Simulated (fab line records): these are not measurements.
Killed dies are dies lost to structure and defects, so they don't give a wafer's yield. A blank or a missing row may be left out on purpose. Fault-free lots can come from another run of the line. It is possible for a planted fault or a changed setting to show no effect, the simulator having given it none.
What tool caused it? -- flow berkeleyCmos170 -- 45 wafers from 15 lots sampled at 4 of the route's 331 steps

== WHAT EACH GAUGE READ, for each wafer ==
UCB170_START_BOW_MEAS_00.
lot,measured,on,INCOMING_BOW (um)
L362,day 1 10:00,filmMetro-04,-8 3 -4
L364,day 1 20:00,filmMetro-03,-1 -2 -16
L365,day 2 01:00,filmMetro-03,5 -5 3
L366,day 2 06:00,filmMetro-04,-5 11 -7
L367,day 2 11:04,filmMetro-04,5 7 9
L368,day 2 16:00,filmMetro-02,-1 8 3
L371,day 3 07:00,filmMetro-03,-5 0 3
L372,day 3 12:01,filmMetro-04,12 -1 1
L373,day 3 17:01,filmMetro-02,2 -5 8
L374,day 3 22:01,filmMetro-03,3 -2 1
L375,day 4 03:01,filmMetro-04,-12 8 -4
L376,day 4 08:02,filmMetro-03,-11 -4 -19
L377,day 4 13:02,filmMetro-03,3 7 6
L384,day 6 00:00,filmMetro-04,5 -6 -3
L385,day 6 05:00,filmMetro-04,-4 2 7

UCB170_PWELL_OVL_MEAS_13.
lot,measured,on,PWELL_OVL (nm)
L362,day 3 10:49,overlay-02,-3 -5 10
L364,day 4 00:55,overlay-01,0 0 0
L365,day 4 00:41,overlay-02,1 -2 -11
L366,day 4 09:32,overlay-02,-7 -1 -3
L367,day 4 09:17,overlay-02,-7 5 -3
L368,day 4 09:41,overlay-01,6 6 5
L371,day 5 08:09,overlay-02,-5 -4 3
L372,day 5 12:31,overlay-01,2 5 3
L373,day 5 11:53,overlay-01,-1 0 5
L377,day 7 00:50,overlay-01,-8 3 1
L384,day 8 06:59,overlay-02,-1 2 -4
L385,day 8 14:26,overlay-02,-7 -2 -1

UCB170_PFIELD_OVL_MEAS_06.
lot,measured,on,PFIELD_OVL (nm)
L362,day 4 22:59,overlay-01,-11 -15 -9
L364,day 5 12:58,overlay-01,-13 1 7
L365,day 5 13:05,overlay-01,1 -2 -4
L366,day 5 20:45,overlay-02,3 -2 -3
L367,day 5 21:03,overlay-02,-5 -7 -3
L368,day 5 20:29,overlay-02,4 3 5
L371,day 7 05:53,overlay-02,-6 -4 -10
L372,day 7 06:06,overlay-01,-8 -9 -8
L373,day 7 06:21,overlay-02,-5 -5 0
L377,day 8 15:29,overlay-02,-4 -12 -5
L384,day 10 01:54,overlay-02,-3 -1 2
L385,day 10 09:15,overlay-02,-7 -6 1

== TOOL THAT RAN EACH LOT (tool first, then ch and the chambers of the sampled wafers, then the start) ==
lot,UCB170_NWELL_DEVELOP_11
L362,"lithoTrack-03 ch 0, day 2 14:00"
L364,"lithoTrack-01 ch 0, day 3 04:00"
L365,"lithoTrack-03 ch 0, day 3 04:00"
L366,"lithoTrack-03 ch 0, day 3 11:00"
L367,"lithoTrack-01 ch 0, day 3 11:00"
L368,"lithoTrack-04 ch 0, day 3 12:00"
L371,"lithoTrack-01 ch 0, day 4 11:00"
L372,"lithoTrack-01 ch 0, day 4 17:00"
L373,"lithoTrack-04 ch 0, day 4 17:00"
L374,"lithoTrack-03, day 5 01:00"
L375,"lithoTrack-04, day 5 00:00"
L376,"lithoTrack-01, day 5 09:00"
L377,"lithoTrack-03 ch 0, day 5 19:00"
L384,"lithoTrack-01 ch 0, day 7 07:00"
L385,"lithoTrack-01 ch 0, day 7 19:00"
- UCB170_NWELL_DEVELOP_11: develop time 45 s.

== AS READ BY THE TOOLS THEMSELVES (means over the sampled wafers that have a number; for cases with no such wafer, the mark the record gives instead) ==
UCB170_NWELL_DEVELOP_11.
lot,tool,chillPlateTempC (C)
L362,lithoTrack-03,23.02
L364,lithoTrack-01,23.07
L365,lithoTrack-03,23.06
L366,lithoTrack-03,22.98
L367,lithoTrack-01,23.06
L368,lithoTrack-04,22.87
L371,lithoTrack-01,23.01
L372,lithoTrack-01,22.97
L373,lithoTrack-04,23.07
L374,lithoTrack-03,-
L375,lithoTrack-04,-
L376,lithoTrack-01,-
L377,lithoTrack-03,23.11
L384,lithoTrack-01,23.10
L385,lithoTrack-01,22.93

== THE ANSWER, worked out from the rows above alone ==
Rule: what is usual is taken from the lots themselves. The widest of any qualifying gaps counts: lots, ordered by their means at a reading, are off when they make up no more than a third of the lots, leave a main group of 4 or more, and stand apart from it by 3 or more times the standard deviation of that group's means. If all means in a main group match to the digits the tables above print for the reading, that group is not used. A lot without any number at a reading at which 4 lots or more have one is off too. Where the step has rows for the other lots, those lots are counted as sound. After the gauges, taken in route order, come the tools' own readings; for these a lot's mean is taken, as printed above. At the first step where some lot is off, the reading lying furthest off is the one used; lots without a number count as furthest.
Off, at UCB170_NWELL_DEVELOP_11 on chillPlateTempC: L374, L375, L376. Without a number there: L374, L375, L376. The main group: mean 23.02 C, standard deviation 0.069.
A tool fits if, at that step or a process step before it, it ran every lot that is off, and no sound lot after the first of them. No candidate that was tried fits.

== WHAT WAS PUT IN BY THE SIMULATOR ==
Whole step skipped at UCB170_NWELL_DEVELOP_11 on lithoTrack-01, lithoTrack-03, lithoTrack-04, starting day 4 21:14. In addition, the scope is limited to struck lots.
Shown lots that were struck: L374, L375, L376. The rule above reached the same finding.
